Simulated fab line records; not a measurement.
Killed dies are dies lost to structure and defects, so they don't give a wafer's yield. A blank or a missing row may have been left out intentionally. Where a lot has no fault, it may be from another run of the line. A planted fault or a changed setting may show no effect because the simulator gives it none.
fab line records | flow rit_cmos
[record] lots = 14 wafers = 42 last_day = 7
route steps=202 shown PRETRO@70 NSD@139 SDANNEAL@156 M1@202
lots that met no fault: taken from a fault-free run of the same line
start_h: the number of hours between the record's first day and the start of the first shown wafer of the lot | wait_h: how many hours have passed since the lot's step before this one | " unchanged from the row above | L1.1+2: several wafers, shown together as one row | - no value present, or no start provided | * or withheld: withheld | < > ~ a bound
route shown NAME@n: names a module that has steps shown in the file, with the first one's number in the route | usual: mean/standard deviation of fault-free wafers | same: alike in all rows | chamber/n: place in a boat | sites: each site's reading | _std_site: the values' standard deviation | _edge_site: inner sites' mean taken away from outer sites' mean | radius_mm: for every site, how far away it sits from the centre of the wafer | mask NAME#n: copy n | behind: the tool/chamber that last shaped the wafer | hold: what put the lot on hold/how long, in hours/how the hold closed | device: transistor that didn't switch, given as n, p or np | end of line: the tests these same wafers got at the end of their route | a step with no rows: only its recipe | killed: dies lost to structure and defects at the first sort, not the wafer's yield | map: a wafer's dies, marking killed ones x, the rest . and places with no die _
set.NAME: the run value of the setting; set.NAME@STEP: its run value at that earlier step | model.NAME: the simulator's own value behind a step, which no gauge read
steps of the route over a sample of lots; a table a step, a row a wafer
services: the hour from which a tool's chamber was out of use, counted from the record's first day as start_h (under 0 if before that day), plus the number of hours and why
[[steps]]
[step RIT_PRETRO_OVL_MEAS_06]
[usual] PRETRO_OVL = 0.1/1.3
// columns lot.wafer tool chamber start_h wait_h PRETRO_OVL[nm]
L752.2 overlay-02 - 32.32 - -0.2
L752.3 " - " " -1.8
L752.6 " - " " 1.3
L753.3 overlay-01 - 35.84 - 1.0
L753.5 " - " " 0.1
L753.6 " - " " 2.6
L754.2 overlay-01 - 41.52 - -0.9
L754.3 " - " " 1.0
L754.5 " - " " 0.1
L756.1 overlay-02 - 51.93 - 2.5
L756.2 " - " " 1.4
L756.5 " - " " 1.3
L758.2 overlay-02 - 60.54 - 0.7
L758.5 " - " " 0.8
L758.6 " - " " 0.2
L759.4 overlay-02 - 66.58 - 0.7
L759.5 " - " " -0.3
L759.6 " - " " 2.4
L760.2 overlay-01 - 70.73 - 0.6
L760.5 " - " " 0.5
L760.6 " - " " 0.3
L761.1 overlay-01 - 76.70 - 1.0
L761.2 " - " " 0.4
L761.4 " - " " 1.4
L762.1 overlay-02 - 81.24 - -0.6
L762.3 " - " " -2.2
L762.6 " - " " 0.3
L765.2 overlay-02 - 96.26 - -0.3
L765.3 " - " " -0.9
L765.5 " - " " -1.6
L767.2 overlay-01 - 105.84 - 0.2
L767.3 " - " " 0.8
L767.5 " - " " 0.5
L768.3 overlay-01 - 110.72 - -1.8
L768.5 " - " " -2.1
L768.6 " - " " -0.5
L771.1 overlay-01 - 125.99 - -2.4
L771.3 " - " " -1.5
L771.5 " - " " -2.0
L774.1 overlay-02 - 141.39 - -1.7
L774.3 " - " " -0.9
L774.6 " - " " -1.2
[step RIT_NSD_IMPLANT_08]
[recipe] species = P energy_kev = 25 dose_cm2 = 1e+15 tilt_deg = 7
[usual] beam_energy_keV = 24.998/0.007 beam_on_s = 9.99/0.22 dose_ions_cm2 = 1.0001e+15/1.2e+12 faraday_current_uA = 3135/68
// columns lot.wafer tool chamber start_h wait_h beam_energy_keV beam_on_s dose_ions_cm2 faraday_current_uA
L752.2 implanter-01 0 48.45 0.1 25.003 9.88 1.0008e+15 3187
L752.3 " 0 " " 24.991 10.10 1.0007e+15 3090
L752.6 " 0 " " 24.997 10.10 1.0006e+15 3100
L753.3 implanter-02 0 53.58 0.1 25.000 10.25 9.994e+14 3057
L753.5 " 0 " " 25.000 10.03 9.996e+14 3117
L753.6 " 0 " " 24.998 10.34 9.975e+14 3038
L754.2 implanter-04 0 60.10 0.1 24.996 9.83 1.0008e+15 3179
L754.3 " 0 " " 25.009 10.35 1.0001e+15 3007
L754.5 " 0 " " 25.008 9.61 9.985e+14 3251
L756.1 implanter-01 0 68.59 0.1 24.994 10.11 1.001e+15 3098
L756.2 " 0 " " 25.000 9.45 1.0017e+15 3291
L756.5 " 0 " " 25.000 9.80 9.996e+14 3189
L758.2 implanter-02 0 77.17 0.1 25.004 10.15 1.0009e+15 3089
L758.5 " 0 " " 25.001 10.07 9.994e+14 3129
L758.6 " 0 " " 24.999 9.66 1.001e+15 3253
L759.4 implanter-02 0 83.46 0.1 24.997 10.20 1.0004e+15 3077
L759.5 " 0 " " 25.000 9.91 1.0006e+15 3158
L759.6 " 0 " " 25.003 9.96 1.0007e+15 3134
L760.2 implanter-02 0 87.79 0.1 25.001 10.03 9.982e+14 3131
L760.5 " 0 " " 24.992 9.71 9.986e+14 3219
L760.6 " 0 " " 24.992 9.91 1e+15 3172
L761.1 implanter-04 0 93.38 0.1 24.998 9.86 1.0003e+15 3191
L761.2 " 0 " " 25.006 9.79 1e+15 3194
L761.4 " 0 " " 25.004 10.01 1.0001e+15 3118
L762.1 implanter-02 0 97.19 0.1 24.989 14.51 1.0003e+15 2154
L762.3 " 0 " " 24.999 14.53 9.991e+14 2157
L762.6 " 0 " " 25.004 14.25 9.994e+14 2208
L765.2 implanter-02 0 112.93 0.1 24.999 14.44 9.992e+14 2164
L765.3 " 0 " " 25.011 14.20 9.986e+14 2212
L765.5 " 0 " " 24.998 13.78 9.983e+14 2278
L767.2 implanter-04 0 121.72 0.1 24.999 9.72 9.999e+14 3231
L767.3 " 0 " " 24.993 10.04 9.982e+14 3122
L767.5 " 0 " " 25.012 10.12 9.983e+14 3092
L768.3 implanter-04 0 126.88 0.1 24.984 10.24 1.0028e+15 3063
L768.5 " 0 " " 24.987 9.64 1.0023e+15 3251
L768.6 " 0 " " 24.996 9.79 1.0029e+15 3195
L771.1 implanter-01 0 141.42 0.1 24.992 9.72 1.0002e+15 3221
L771.3 " 0 " " 24.991 9.89 9.98e+14 3180
L771.5 " 0 " " 25.002 10.27 1.0005e+15 3038
L774.1 implanter-04 0 156.75 0.1 24.998 10.12 9.98e+14 3088
L774.3 " 0 " " 25.005 9.96 9.995e+14 3142
L774.6 " 0 " " 24.992 9.77 9.99e+14 3213
[step RIT_NSD_STRIP_09]
[recipe] chemistry = O2 time_s = 180 resist = NOVOLAK platen_temp_c = withheld power_w = 500 pressure_mtorr = 4000 o2_flow_sccm = 4000
[usual] drypump_motor_current_A = 5.7/0.39
// columns lot.wafer tool chamber start_h wait_h drypump_motor_current_A rf_hours_counter_h
L752.2 plasma_asher-02 0 48.58 0.1 5.2 41
L752.3 " 1 " " 5.5 -
L752.6 " 1 " " 5.5 -
L753.3 plasma_asher-02 1 53.74 0.1 5.5 -
L753.5 " 1 " " 5.5 -
L753.6 " 0 " " 5.2 -
L754.2 plasma_asher-02 1 60.22 0.1 5.5 43
L754.3 " 1 " " 5.5 -
L754.5 " 0 " " 5.2 -
L756.1 plasma_asher-02 0 68.74 0.1 5.2 43
L756.2 " 1 " " 5.5 43
L756.5 " 0 " " 5.2 -
L758.2 plasma_asher-01 0 77.29 0.1 6.1 38
L758.5 " 1 " " 5.4 -
L758.6 " 0 " " 6.1 -
L759.4 plasma_asher-03 1 83.59 0.1 5.5 -
L759.5 " 1 " " 5.5 -
L759.6 " 0 " " 6.3 -
L760.2 plasma_asher-01 1 87.92 0.1 5.4 39
L760.5 " 1 " " 5.4 -
L760.6 " 0 " " 6.1 -
L761.1 plasma_asher-02 0 93.53 0.1 5.2 45
L761.2 " 1 " " 5.5 45
L761.4 " 1 " " 5.5 -
L762.1 plasma_asher-01 1 97.34 0.1 5.4 41
L762.3 " 0 " " 6.1 -
L762.6 " 0 " " 6.1 -
L765.2 plasma_asher-01 0 113.06 0.1 6.1 42
L765.3 " 0 " " 6.2 -
L765.5 " 0 " " 6.2 -
L767.2 plasma_asher-02 1 121.85 0.1 5.5 0
L767.3 " 1 " " 5.5 -
L767.5 " 1 " " 5.5 -
L768.3 plasma_asher-03 1 127.04 0.1 5.6 -
L768.5 " 0 " " 6.3 -
L768.6 " 1 " " 5.5 -
L771.1 plasma_asher-01 0 141.57 0.1 6.1 44
L771.3 " 0 " " 6.1 -
L771.5 " 0 " " 6.1 -
L774.1 plasma_asher-02 0 156.90 0.1 5.2 4
L774.3 " 1 " " 5.5 -
L774.6 " 1 " " 5.5 -
[step RIT_NSD_TW_MEAS_10]
[usual] NSD_TW = 3123/13
// columns lot.wafer tool chamber start_h wait_h NSD_TW
L752.2 film_metro-02 - 48.76 0.1 3106
L752.3 " - " " 3121
L752.6 " - " " 3102
L753.3 film_metro-02 - 53.88 0.1 3106
L753.5 " - " " 3116
L753.6 " - " " 3110
L754.2 film_metro-04 - 60.41 0.1 3114
L754.3 " - " " 3132
L754.5 " - " " 3132
L756.1 film_metro-04 - 68.91 0.1 3131
L756.2 " - " " 3123
L756.5 " - " " 3129
L758.2 film_metro-03 - 77.48 0.1 3107
L758.5 " - " " 3117
L758.6 " - " " 3116
L759.4 film_metro-04 - 83.74 0.1 3120
L759.5 " - " " 3110
L759.6 " - " " 3103
L760.2 film_metro-04 - 88.10 0.1 3105
L760.5 " - " " 3114
L760.6 " - " " 3096
L761.1 film_metro-02 - 93.70 0.1 3099
L761.2 " - " " 3121
L761.4 " - " " 3111
L762.1 film_metro-03 - 97.52 0.1 3319
L762.3 " - " " 3331
L762.6 " - " " 3324
L765.2 film_metro-04 - 113.24 0.1 3342
L765.3 " - " " 3338
L765.5 " - " " 3338
L767.2 film_metro-03 - 122.03 0.1 3138
L767.3 " - " " 3128
L767.5 " - " " 3145
L768.3 film_metro-02 - 127.18 0.1 3127
L768.5 " - " " 3121
L768.6 " - " " 3137
L771.1 film_metro-03 - 141.75 0.1 3133
L771.3 " - " " 3139
L771.5 " - " " 3123
L774.1 film_metro-03 - 157.07 0.1 3127
L774.3 " - " " 3117
L774.6 " - " " 3132
[step RIT_SDANNEAL_RTA_03]
[recipe] temp_c = 1050 time_s = 5 idle_temp_c = 600 ramp_up_c_per_s = 342 ramp_down_c_per_s = 171 cool_to_c = 600 ambient = N2
[usual] wafer_temp_C_max = 1053.5/1.1
// columns lot.wafer tool chamber start_h wait_h wafer_temp_C_max
L752.2 rtp_anneal-01 0 50.80 0.0 1052.7
L752.3 " 0 " " 1052.7
L752.6 " 0 " " 1054.9
L753.3 rtp_anneal-02 0 55.81 0.0 1052.5
L753.5 " 0 " " 1052.9
L753.6 " 0 " " 1052.4
L754.2 rtp_anneal-01 0 62.43 0.0 1052.8
L754.3 " 0 " " 1053.1
L754.5 " 0 " " 1053.9
L756.1 rtp_anneal-01 0 70.95 0.0 1053.9
L756.2 " 0 " " 1055.4
L756.5 " 0 " " 1052.7
L758.2 rtp_anneal-01 0 79.47 0.0 1052.0
L758.5 " 0 " " 1054.3
L758.6 " 0 " " 1053.8
L759.4 rtp_anneal-02 0 85.59 0.0 1054.8
L759.5 " 0 " " 1054.8
L759.6 " 0 " " 1054.7
L760.2 rtp_anneal-01 0 90.23 0.0 1057.1
L760.5 " 0 " " 1054.5
L760.6 " 0 " " 1053.6
L761.1 rtp_anneal-02 0 95.68 0.0 1056.2
L761.2 " 0 " " 1053.9
L761.4 " 0 " " 1053.3
L762.1 rtp_anneal-01 0 99.49 0.0 1053.8
L762.3 " 0 " " 1053.4
L762.6 " 0 " " 1054.7
L765.2 rtp_anneal-02 0 115.22 0.0 1053.6
L765.3 " 0 " " 1053.6
L765.5 " 0 " " 1052.4
L767.2 rtp_anneal-02 0 123.88 0.0 1054.7
L767.3 " 0 " " 1053.0
L767.5 " 0 " " 1055.1
L768.3 rtp_anneal-01 0 129.04 0.0 1053.4
L768.5 " 0 " " 1052.5
L768.6 " 0 " " 1054.6
L771.1 rtp_anneal-02 0 143.75 0.0 1055.0
L771.3 " 0 " " 1052.6
L771.5 " 0 " " 1052.9
L774.1 rtp_anneal-01 0 159.05 0.0 1051.8
L774.3 " 0 " " 1054.4
L774.6 " 0 " " 1052.6
[step RIT_SDANNEAL_RS_MEAS_05]
[recipe] thk_meas_gauge = four-point-probe
[usual] NSD_RS = 84.68/0.29
// columns lot.wafer tool chamber start_h wait_h NSD_RS[ohm/sq]
L752.2 film_metro-02 - 50.99 0.1 84.81
L752.3 " - " " 85.01
L752.6 " - " " 85.08
L753.3 film_metro-02 - 56.01 0.1 84.87
L753.5 " - " " 84.77
L753.6 " - " " 84.97
L754.2 film_metro-02 - 62.62 0.1 85.06
L754.3 " - " " 85.14
L754.5 " - " " 85.02
L756.1 film_metro-04 - 71.13 0.1 84.44
L756.2 " - " " 84.85
L756.5 " - " " 84.71
L758.2 film_metro-03 - 79.65 0.1 84.50
L758.5 " - " " 84.52
L758.6 " - " " 84.63
L759.4 film_metro-04 - 85.80 0.1 84.35
L759.5 " - " " 84.22
L759.6 " - " " 84.49
L760.2 film_metro-04 - 90.41 0.1 84.73
L760.5 " - " " 84.63
L760.6 " - " " 84.56
L761.1 film_metro-04 - 95.85 0.1 85.40
L761.2 " - " " 85.08
L761.4 " - " " 85.45
L762.1 film_metro-02 - 99.67 0.1 64.45
L762.3 " - " " 64.43
L762.6 " - " " 64.54
L765.2 film_metro-03 - 115.41 0.1 64.39
L765.3 " - " " 64.50
L765.5 " - " " 64.40
L767.2 film_metro-02 - 124.07 0.1 84.52
L767.3 " - " " 84.75
L767.5 " - " " 84.63
L768.3 film_metro-04 - 129.24 0.1 84.60
L768.5 " - " " 84.72
L768.6 " - " " 85.01
L771.1 film_metro-04 - 143.93 0.1 84.87
L771.3 " - " " 84.97
L771.5 " - " " 84.78
L774.1 film_metro-04 - 159.23 0.1 84.45
L774.3 " - " " 84.84
L774.6 " - " " 84.37
[step RIT_M1_PROBE_99]
[usual] killed_at_M0_to_M3 = 0.0/0.12 killed_at_contacts = 0.1/0.23 killed_at_front_end = 7/3.1 killed_dies = 7/3.1 killed_on_rim = 1.9/1.3 killed_open = 3.4/2.1 killed_short = 3.5/2
[same] gross_dies = 264 killed_at_M4_up = 0 killed_at_back_side = 0 killed_at_other = 0
// columns lot.wafer tool chamber start_h wait_h killed_at_M0_to_M3 killed_at_contacts killed_at_front_end killed_dies killed_on_rim killed_open killed_short
L752.2 prober-02 - 58.72 0.1 0 0 8 8 1 6 2
L752.3 prober-02 - 58.77 0.2 0 0 9 9 3 6 3
L752.6 prober-02 - 58.92 0.2 0 0 9 9 2 4 5
L753.3 prober-01 - 63.37 0.2 0 0 1 1 0 0 1
L753.5 prober-01 - 63.47 0.2 0 0 5 5 2 1 4
L753.6 prober-01 - 63.52 0.2 0 0 10 10 0 7 3
L754.2 prober-02 - 70.10 0.1 0 0 13 13 5 4 9
L754.3 prober-02 - 70.15 0.2 0 0 9 9 1 5 4
L754.5 prober-02 - 70.25 0.2 0 0 7 7 2 4 3
L756.1 prober-02 - 78.96 0.1 0 0 18 18 4 5 13
L756.2 prober-02 - 79.01 0.1 0 0 4 4 1 2 2
L756.5 prober-02 - 79.16 0.2 0 0 5 5 2 1 4
L758.2 prober-02 - 88.26 0.1 0 0 6 6 1 4 2
L758.5 prober-02 - 88.41 0.2 0 0 9 9 3 4 5
L758.6 prober-02 - 88.46 0.2 0 1 7 8 2 5 3
L759.4 prober-01 - 93.48 0.2 0 0 7 7 2 5 2
L759.5 prober-01 - 93.53 0.2 0 0 4 4 1 2 2
L759.6 prober-01 - 93.58 0.2 0 0 5 5 0 3 2
L760.2 prober-02 - 98.13 0.1 0 0 10 10 4 5 5
L760.5 prober-02 - 98.28 0.2 0 0 8 8 0 5 3
L760.6 prober-02 - 98.33 0.2 0 0 6 6 3 2 4
L761.1 prober-01 - 103.24 0.1 0 0 10 10 2 2 8
L761.2 prober-01 - 103.29 0.1 0 0 12 12 4 7 5
L761.4 prober-01 - 103.39 0.2 0 0 5 5 0 1 4
L762.1 prober-02 - 107.09 0.1 0 1 7 8 4 2 6
L762.3 prober-02 - 107.19 0.2 0 0 5 5 1 2 3
L762.6 prober-02 - 107.34 0.2 0 0 14 14 5 7 7
L765.2 prober-02 - 123.63 0.1 0 0 2 2 0 2 0
L765.3 prober-02 - 123.68 0.2 0 0 8 8 3 3 5
L765.5 prober-02 - 123.78 0.2 0 0 7 7 2 3 4
L767.2 prober-02 - 131.51 0.1 1 0 6 7 2 3 4
L767.3 prober-02 - 131.56 0.2 0 0 2 2 1 1 1
L767.5 prober-02 - 131.66 0.2 0 0 10 10 3 6 4
L768.3 prober-01 - 136.52 0.2 0 0 9 9 2 4 5
L768.5 prober-01 - 136.62 0.2 0 1 9 10 2 3 7
L768.6 prober-01 - 136.67 0.2 0 0 21 21 5 12 9
L771.1 prober-02 - 151.41 0.1 0 0 9 9 3 3 6
L771.3 prober-02 - 151.51 0.2 0 0 5 5 3 2 3
L771.5 prober-02 - 151.61 0.2 0 0 6 6 0 2 4
L774.1 prober-01 - 166.53 0.1 0 0 6 6 1 1 5
L774.3 prober-01 - 166.63 0.2 0 1 6 7 0 5 2
L774.6 prober-01 - 166.78 0.2 0 0 8 8 3 3 5
// killed by level:class
L752.2 GATE:geometric_particle:open=5 ACTIVE:geometric_particle:open=1 FOX1:geometric_particle:short=1 GATE:geometric_particle:short=1
L752.3 GATE:geometric_particle:short=2 SILICIDE:geometric_particle:open=2 FOX1:geometric_particle:open=1 FOX1:geometric_particle:short=1 GATE:geometric_particle:open=1 REOX:geometric_particle:open=1 SPACER:geometric_particle:open=1
L752.6 GATE:geometric_particle:open=3 GATE:geometric_particle:short=2 FOX2:geometric_particle:open=1 FOX2:geometric_particle:short=1 SPACER:geometric_particle:short=1 SILICIDE:geometric_particle:short=1
L753.3 GATE:geometric_particle:short=1
L753.5 FOX2:geometric_particle:short=2 FOX2:geometric_particle:open=1 REOX:geometric_particle:short=1 SPACER:geometric_particle:short=1
L753.6 GATE:geometric_particle:open=5 GATE:geometric_particle:short=2 SPACER:geometric_particle:open=2 SPACER:geometric_particle:short=1
L754.2 GATE:geometric_particle:short=5 FOX1:geometric_particle:short=4 FOX1:geometric_particle:open=1 GATE:geometric_particle:open=1 SPACER:geometric_particle:open=1 SILICIDE:geometric_particle:open=1
L754.3 SILICIDE:geometric_particle:open=2 FOX1:geometric_particle:open=1 FOX2:geometric_particle:short=1 GATE:geometric_particle:short=1 GATE:geometric_particle:open=1 SPACER:geometric_particle:open=1 SPACER:geometric_particle:short=1 SILICIDE:geometric_particle:short=1
L754.5 FOX1:geometric_particle:open=2 FOX1:geometric_particle:short=1 FOX2:geometric_particle:short=1 GATE:geometric_particle:open=1 GATE:geometric_particle:short=1 SILICIDE:geometric_particle:open=1
L756.1 SPACER:geometric_particle:short=7 GATE:geometric_particle:short=4 SPACER:geometric_particle:open=4 REOX:geometric_particle:short=2 REOX:geometric_particle:open=1
L756.2 REOX:geometric_particle:open=1 REOX:geometric_particle:short=1 SPACER:geometric_particle:open=1 SILICIDE:geometric_particle:short=1
L756.5 FOX1:geometric_particle:short=1 GATE:geometric_particle:short=1 REOX:geometric_particle:open=1 REOX:geometric_particle:short=1 SPACER:geometric_particle:short=1
L758.2 GATE:geometric_particle:short=2 SPACER:geometric_particle:open=2 GATE:geometric_particle:open=1 REOX:geometric_particle:open=1
L758.5 FOX1:geometric_particle:open=2 FOX1:geometric_particle:short=2 SILICIDE:geometric_particle:open=2 GATE:geometric_particle:short=1 REOX:geometric_particle:short=1 SILICIDE:geometric_particle:short=1
L758.6 GATE:geometric_particle:open=3 SPACER:geometric_particle:short=1 SPACER:geometric_particle:open=1 SILICIDE:geometric_particle:short=1 SILICIDE:geometric_particle:open=1 CONTACT:geometric_particle:short=1
L759.4 SPACER:geometric_particle:open=4 GATE:geometric_particle:short=1 REOX:geometric_particle:open=1 SPACER:geometric_particle:short=1
L759.5 FOX1:geometric_particle:short=1 GATE:geometric_particle:open=1 REOX:geometric_particle:short=1 SPACER:geometric_particle:open=1
L759.6 GATE:geometric_particle:open=2 FOX2:geometric_particle:open=1 GATE:geometric_particle:short=1 SPACER:geometric_particle:short=1
L760.2 GATE:geometric_particle:short=5 GATE:geometric_particle:open=3 FOX1:geometric_particle:open=1 SPACER:geometric_particle:open=1
L760.5 SPACER:geometric_particle:open=4 GATE:geometric_particle:short=1 GATE:geometric_particle:open=1 REOX:geometric_particle:short=1 SPACER:geometric_particle:short=1
L760.6 SPACER:geometric_particle:short=2 FOX1:geometric_particle:open=1 GATE:geometric_particle:short=1 GATE:geometric_particle:open=1 SILICIDE:geometric_particle:short=1
L761.1 GATE:geometric_particle:short=6 FOX1:geometric_particle:short=1 FOX1:geometric_particle:open=1 GATE:geometric_particle:open=1 SPACER:geometric_particle:short=1
L761.2 GATE:geometric_particle:open=4 SPACER:geometric_particle:short=3 FOX1:geometric_particle:short=1 FOX1:geometric_particle:open=1 GATE:geometric_particle:short=1 REOX:geometric_particle:open=1 SPACER:geometric_particle:open=1
L761.4 FOX2:geometric_particle:short=2 GATE:geometric_particle:short=2 SILICIDE:geometric_particle:open=1
L762.1 GATE:geometric_particle:short=4 FOX1:geometric_particle:short=1 FOX2:geometric_particle:open=1 SILICIDE:geometric_particle:open=1 CONTACT:geometric_particle:short=1
L762.3 GATE:geometric_particle:short=2 FOX2:geometric_particle:open=1 GATE:geometric_particle:open=1 REOX:geometric_particle:short=1
L762.6 FOX1:geometric_particle:short=3 SPACER:geometric_particle:open=3 GATE:geometric_particle:open=2 FOX1:geometric_particle:open=1 FOX2:geometric_particle:open=1 GATE:geometric_particle:short=1 REOX:geometric_particle:short=1 SPACER:geometric_particle:short=1
L765.2 REOX:geometric_particle:open=1 SILICIDE:geometric_particle:open=1
L765.3 GATE:geometric_particle:open=2 GATE:geometric_particle:short=2 FOX2:geometric_particle:short=1 REOX:geometric_particle:open=1 REOX:geometric_particle:short=1 SPACER:geometric_particle:short=1
L765.5 GATE:geometric_particle:short=4 GATE:geometric_particle:open=3
L767.2 ACTIVE:geometric_particle:short=1 FOX1:geometric_particle:open=1 GATE:geometric_particle:short=1 GATE:geometric_particle:open=1 REOX:geometric_particle:short=1 SILICIDE:geometric_particle:short=1 M1:geometric_particle:open=1
L767.3 GATE:geometric_particle:short=1 GATE:geometric_particle:open=1
L767.5 GATE:geometric_particle:short=4 GATE:geometric_particle:open=3 FOX1:geometric_particle:open=2 FOX2:geometric_particle:open=1
L768.3 FOX2:geometric_particle:open=2 GATE:geometric_particle:short=2 REOX:geometric_particle:short=2 SPACER:geometric_particle:open=2 SILICIDE:geometric_particle:short=1
L768.5 FOX1:geometric_particle:short=4 GATE:geometric_particle:open=2 FOX2:geometric_particle:short=1 GATE:geometric_particle:short=1 SILICIDE:geometric_particle:open=1 CONTACT:geometric_particle:short=1
L768.6 SILICIDE:geometric_particle:short=5 GATE:geometric_particle:short=3 REOX:geometric_particle:open=3 SILICIDE:geometric_particle:open=3 FOX2:geometric_particle:open=2 GATE:geometric_particle:open=2 FOX1:geometric_particle:open=1 FOX1:geometric_particle:short=1
L771.1 FOX2:geometric_particle:open=2 SILICIDE:geometric_particle:short=2 FOX1:geometric_particle:short=1 FOX2:geometric_particle:short=1 GATE:geometric_particle:short=1 REOX:geometric_particle:short=1 SPACER:geometric_particle:open=1
L771.3 FOX1:geometric_particle:open=1 FOX2:geometric_particle:open=1 GATE:geometric_particle:short=1 SPACER:geometric_particle:short=1 SILICIDE:geometric_particle:short=1
L771.5 FOX1:geometric_particle:open=1 FOX2:geometric_particle:short=1 FOX2:geometric_particle:open=1 GATE:geometric_particle:short=1 REOX:geometric_particle:short=1 SPACER:geometric_particle:short=1
L774.1 GATE:geometric_particle:short=3 FOX1:geometric_particle:short=2 GATE:geometric_particle:open=1
L774.3 FOX1:geometric_particle:open=1 FOX2:geometric_particle:open=1 GATE:geometric_particle:open=1 REOX:geometric_particle:open=1 SPACER:geometric_particle:short=1 SPACER:geometric_particle:open=1 CONTACT:geometric_particle:short=1
L774.6 SPACER:geometric_particle:short=2 SILICIDE:geometric_particle:short=2 FOX1:geometric_particle:open=1 FOX1:geometric_particle:short=1 GATE:geometric_particle:open=1 SILICIDE:geometric_particle:open=1
[[services]]
// columns tool chamber start_h hours kind
plasma_asher-01 - 26.78 5.5 repair
implanter-02 - 43.73 0.7 repair
plasma_asher-01 - 46.76 12.8 repair
implanter-04 - 65.94 1.4 repair
plasma_asher-02 - 69.46 7.5 repair
implanter-01 - 77.38 49.9 pm
implanter-04 - 86.29 2.8 repair
plasma_asher-03 - 93.85 2.8 pm
plasma_asher-02 - 108.75 9.0 pm
plasma_asher-02 0 108.75 9.0 vent_cycle
plasma_asher-02 1 108.75 9.0 vent_cycle
plasma_asher-02 0 117.75 - clean
plasma_asher-02 1 117.75 - clean
plasma_asher-01 - 120.14 15.6 pm
[[key]]
[first_sign] step = RIT_NSD_IMPLANT_08 reading = beam_on_s direction = up sigmas = 20 usual = 9.99 struck = 14.28
[effect] step = RIT_NSD_IMPLANT_08 reading = faraday_current_uA direction = down sigmas = 14 usual = 3135 struck = 2195
[effect] step = RIT_NSD_TW_MEAS_10 reading = NSD_TW direction = up sigmas = 16 usual = 3123 struck = 3332
[effect] step = RIT_SDANNEAL_RS_MEAS_05 reading = NSD_RS direction = down sigmas = 70 usual = 84.68 struck = 64.45
met_at RIT_NSD_IMPLANT_08
struck_lots L762,L765
tester_left_out L762,L765
not_acting_at RIT_PRETRO_OVL_MEAS_06,RIT_NSD_STRIP_09,RIT_SDANNEAL_RTA_03
onset_between 87.79 97.19
[fault] kind = process_parameter_drift tool = implanter-02 chamber = - onset_h = 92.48 steps = RIT_NSD_IMPLANT_08 channel = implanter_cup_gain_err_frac offset = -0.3 shape = step end_h = 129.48
// tester_left_out: of these lots the tester's yield and bins aren't shown, on N5 and GAA mostly nor the transistor test; their killed dies are dies lost to structure and defects alone, not to doping, threshold or leakage, so they don't give the yield
